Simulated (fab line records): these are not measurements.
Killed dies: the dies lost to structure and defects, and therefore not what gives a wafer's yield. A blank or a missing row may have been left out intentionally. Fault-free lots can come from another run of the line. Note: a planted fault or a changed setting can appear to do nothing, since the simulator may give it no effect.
Lot-split experiment || flow ritCmos || 23 wafers read from 5 lots, route of 202 steps

== ON THE SPLIT ==
At RIT_PRETRO_IMPLANT_08, the setting energyKev was moved away from the recipe's 45 on 6 of the 23 wafers read, by -4.4% to +2.8%. For the rest of the wafers, this setting stayed at what the recipe calls for.

The split's own step is where the reading is taken.

== THE READING ==
The simulator's own value implant.drpNm, read by no gauge, in nm at RIT_PRETRO_IMPLANT_08. The file does not state a usual value for it.

{"wafer": "L078.1", "tool, chamber at the split": "implanter-01, 0", "energyKev as run": 45, "against the recipe": "recipe", "implant.drpNm, nm": 55.07, "against lot-mates on the recipe": "-"}
{"wafer": "L078.2", "tool, chamber at the split": "implanter-01, 0", "energyKev as run": 45, "against the recipe": "recipe", "implant.drpNm, nm": 55.07, "against lot-mates on the recipe": "-"}
{"wafer": "L078.5", "tool, chamber at the split": "implanter-01, 0", "energyKev as run": 45, "against the recipe": "recipe", "implant.drpNm, nm": 55.07, "against lot-mates on the recipe": "-"}
{"wafer": "L078.3", "tool, chamber at the split": "implanter-01, 0", "energyKev as run": 46.25, "against the recipe": "+2.8%", "implant.drpNm, nm": 55.97, "against lot-mates on the recipe": "+0.90"}
{"wafer": "L078.6", "tool, chamber at the split": "implanter-01, 0", "energyKev as run": 46.25, "against the recipe": "+2.8%", "implant.drpNm, nm": 55.97, "against lot-mates on the recipe": "+0.90"}
{"wafer": "L080.1", "tool, chamber at the split": "implanter-04, 0", "energyKev as run": 45, "against the recipe": "recipe", "implant.drpNm, nm": 55.07, "against lot-mates on the recipe": "-"}
{"wafer": "L080.5", "tool, chamber at the split": "implanter-04, 0", "energyKev as run": 45, "against the recipe": "recipe", "implant.drpNm, nm": 55.07, "against lot-mates on the recipe": "-"}
{"wafer": "L080.6", "tool, chamber at the split": "implanter-04, 0", "energyKev as run": 45, "against the recipe": "recipe", "implant.drpNm, nm": 55.07, "against lot-mates on the recipe": "-"}
{"wafer": "L081.1", "tool, chamber at the split": "implanter-04, 0", "energyKev as run": 43.39, "against the recipe": "-3.6%", "implant.drpNm, nm": 53.89, "against lot-mates on the recipe": -1.18}
{"wafer": "L081.6", "tool, chamber at the split": "implanter-04, 0", "energyKev as run": 43.39, "against the recipe": "-3.6%", "implant.drpNm, nm": 53.89, "against lot-mates on the recipe": -1.18}
{"wafer": "L081.2", "tool, chamber at the split": "implanter-04, 0", "energyKev as run": 45, "against the recipe": "recipe", "implant.drpNm, nm": 55.07, "against lot-mates on the recipe": "-"}
{"wafer": "L081.4", "tool, chamber at the split": "implanter-04, 0", "energyKev as run": 45, "against the recipe": "recipe", "implant.drpNm, nm": 55.07, "against lot-mates on the recipe": "-"}
{"wafer": "L081.5", "tool, chamber at the split": "implanter-04, 0", "energyKev as run": 45, "against the recipe": "recipe", "implant.drpNm, nm": 55.07, "against lot-mates on the recipe": "-"}
{"wafer": "L084.1", "tool, chamber at the split": "implanter-04, 0", "energyKev as run": 45, "against the recipe": "recipe", "implant.drpNm, nm": 55.07, "against lot-mates on the recipe": "-"}
{"wafer": "L084.2", "tool, chamber at the split": "implanter-04, 0", "energyKev as run": 45, "against the recipe": "recipe", "implant.drpNm, nm": 55.07, "against lot-mates on the recipe": "-"}
{"wafer": "L084.5", "tool, chamber at the split": "implanter-04, 0", "energyKev as run": 45, "against the recipe": "recipe", "implant.drpNm, nm": 55.07, "against lot-mates on the recipe": "-"}
{"wafer": "L084.3", "tool, chamber at the split": "implanter-04, 0", "energyKev as run": 43.04, "against the recipe": "-4.4%", "implant.drpNm, nm": 53.63, "against lot-mates on the recipe": -1.44}
{"wafer": "L084.4", "tool, chamber at the split": "implanter-04, 0", "energyKev as run": 43.04, "against the recipe": "-4.4%", "implant.drpNm, nm": 53.63, "against lot-mates on the recipe": -1.44}
{"wafer": "L085.1", "tool, chamber at the split": "implanter-03, 0", "energyKev as run": 45, "against the recipe": "recipe", "implant.drpNm, nm": 55.07, "against lot-mates on the recipe": "-"}
{"wafer": "L085.2", "tool, chamber at the split": "implanter-03, 0", "energyKev as run": 45, "against the recipe": "recipe", "implant.drpNm, nm": 55.07, "against lot-mates on the recipe": "-"}
{"wafer": "L085.4", "tool, chamber at the split": "implanter-03, 0", "energyKev as run": 45, "against the recipe": "recipe", "implant.drpNm, nm": 55.07, "against lot-mates on the recipe": "-"}
{"wafer": "L085.5", "tool, chamber at the split": "implanter-03, 0", "energyKev as run": 45, "against the recipe": "recipe", "implant.drpNm, nm": 55.07, "against lot-mates on the recipe": "-"}
{"wafer": "L085.6", "tool, chamber at the split": "implanter-03, 0", "energyKev as run": 45, "against the recipe": "recipe", "implant.drpNm, nm": 55.07, "against lot-mates on the recipe": "-"}

THE FIT
A straight line over all 23 wafers: implant.drpNm changes by +0.329 nm for each +1% of energyKev; r = +1.00; the points scatter about the line by 0.0044 nm.
The same after taking each lot's own level away (the mean of its wafers on the recipe; 23 wafers): +0.329 nm for each +1%; r = +1.00; scatter 0.0044 nm.
The reading moves by 1.4 nm for the largest change in energyKev, on that fit.
The lots' own levels span 55.070 to 55.070 nm.
The two slopes agree, so the slope changes little with the lot-to-lot level.
Check: -1.43 nm against its lot-mates is what the line predicts for one of the wafers moved furthest among these (-4.4%) when that wafer is left out of the fit. Against them it came out at -1.44 nm.

== THE OTHER SPLITS THESE WAFERS WENT THROUGH ==
Other splits were also applied to these wafers ahead of the reading. Each is held against what the fit with the lots' levels taken away leaves over:
{"other split on the same wafers": "RIT_ACTIVE_COAT_06 resistThkNm", "wafers away from the commonest value": 9, "r with implant.drpNm (lot level and that fit taken away)": "+0.28"}
{"other split on the same wafers": "RIT_FOX2_OXIDATION_00 tempC", "wafers away from the commonest value": 18, "r with implant.drpNm (lot level and that fit taken away)": -0.34}
{"other split on the same wafers": "RIT_PWELL_COAT_01 resistThkNm", "wafers away from the commonest value": 6, "r with implant.drpNm (lot level and that fit taken away)": -0.18}
{"other split on the same wafers": "RIT_PWELL_IMPLANT_08 energyKev", "wafers away from the commonest value": 8, "r with implant.drpNm (lot level and that fit taken away)": "+0.25"}
{"other split on the same wafers": "RIT_NRETRO_COAT_01 spinRpm", "wafers away from the commonest value": 5, "r with implant.drpNm (lot level and that fit taken away)": "+0.08"}
{"other split on the same wafers": "RIT_NRETRO_IMPLANT_08 doseCm2", "wafers away from the commonest value": 9, "r with implant.drpNm (lot level and that fit taken away)": "+0.33"}

== THE WHOLE CHAIN: every reading that the file lists as answering this split, in the file's order ==
{"step": "RIT_PRETRO_IMPLANT_08", "what it does": "", "reading": "implant.rpNm (the simulator's own value, which no gauge read)", "change (the file's fit)": "+1.37 nm for each +1% of the setting", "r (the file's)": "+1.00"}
{"step": "RIT_PRETRO_IMPLANT_08", "what it does": "", "reading": "implant.drpNm (the simulator's own value, which no gauge read)", "change (the file's fit)": "+0.33 nm for each +1% of the setting", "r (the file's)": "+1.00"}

== FILE'S OWN FIT ==
implant.drpNm changes by +0.33 nm for each +1% of energyKev, r = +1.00.
